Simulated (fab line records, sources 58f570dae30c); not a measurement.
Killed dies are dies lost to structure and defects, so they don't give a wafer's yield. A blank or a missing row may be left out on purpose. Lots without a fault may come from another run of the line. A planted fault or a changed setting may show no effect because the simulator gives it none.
Problem report in the 8D (eight disciplines) form, filled by code | flow berkeley_cmos170 | the parts of the form that need people (team, actions taken, sign-off) are left out

1. THE PROBLEM
WELLDRIVE_OXIDE_THK at UCB170_WELLDRIVE_THK_MEAS_02 reads a mean of 146 nm on 6 wafers of 2 lots; wafers without a fault read 199 nm with a standard deviation of 3.9. That is -14 standard deviations from the usual mean.
First seen on wafer L726.1, day 6 08:11, on film_metro-01. The record holds 42 wafers of 14 lots with a number at this step. Rule for "out", or "out of limits": more than 4 standard deviations from the usual mean. The other wafers with a number count as sound.

2. WHAT IT IS AND WHAT IT IS NOT
question                    | is                           | is not
which readings at this step | WELLDRIVE_OXIDE_THK          | -
which lots                  | L726, L727                   | L716, L717, L718, L719, L720, L721, L723, L733, L734, L735, L736, L737
which wafers of those lots  | all that have a number       | -
read on which gauges        | film_metro-01, film_metro-04 | film_metro-03
when                        | from day 6 08:11             | up to then (21 sound wafers); but 15 sound wafers of L733, L734, L735, L736, L737 came after

3. SUSPECTS, AND WHAT RULES EACH OUT
Counting: a tool at a process step up to the reading stays a suspect if it ran every lot that is out and no sound lot after the first of them.
- the gauge at UCB170_WELLDRIVE_THK_MEAS_02: ruled out. The wafers that are out were read on 2 gauges (film_metro-01, film_metro-04).
- furnace-02 at UCB170_WELLDRIVE_OXIDATION_01 (target thk 199 nm, ox time 9000 s): kept. It ran every lot that is out, first L726 (day 6 04:41), and no sound lot after that; its last sound lot up to then is L720 (day 4 23:38).
Left after counting: furnace-02 at UCB170_WELLDRIVE_OXIDATION_01.

4. THE CAUSE (what the simulator had put in)
Process parameter drift: furnace-02, from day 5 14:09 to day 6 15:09, at UCB170_WELLDRIVE_OXIDATION_01. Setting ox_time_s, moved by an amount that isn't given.
Counting left only this tool.

5. THE CHAIN OF EFFECTS, in route order
Each row: a reading whose mean over the struck wafers that have a number lies more than 3 standard deviations from the usual. Only readings for which the record gives a usual standard deviation are gone through. hours: the time from each lot's start at the first step in this table that gives one to its start at this step, as a median over the lots. sigmas: the change in usual standard deviations.
hours | step                         | reading             | usual  | on struck wafers | change | sigmas
0     | UCB170_WELLDRIVE_THK_MEAS_02 | WELLDRIVE_OXIDE_THK | 199 nm | 146              | -53    | -14

6. WHAT WOULD HAVE CAUGHT IT SOONER
In this record the first reading out of limits at a measuring or inspecting step was taken at day 6 08:11, 18 hours after the fault began at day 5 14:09.
Of the tool readings at UCB170_WELLDRIVE_OXIDATION_01 for which the record gives a usual standard deviation, none was out on any struck wafer, so an alarm limit of 4 standard deviations on them would not have fired.
All the lots that are out (2) had begun UCB170_WELLDRIVE_OXIDATION_01 on furnace-02 by day 6 08:11. A hold on the tool at that time would have spared none of them.
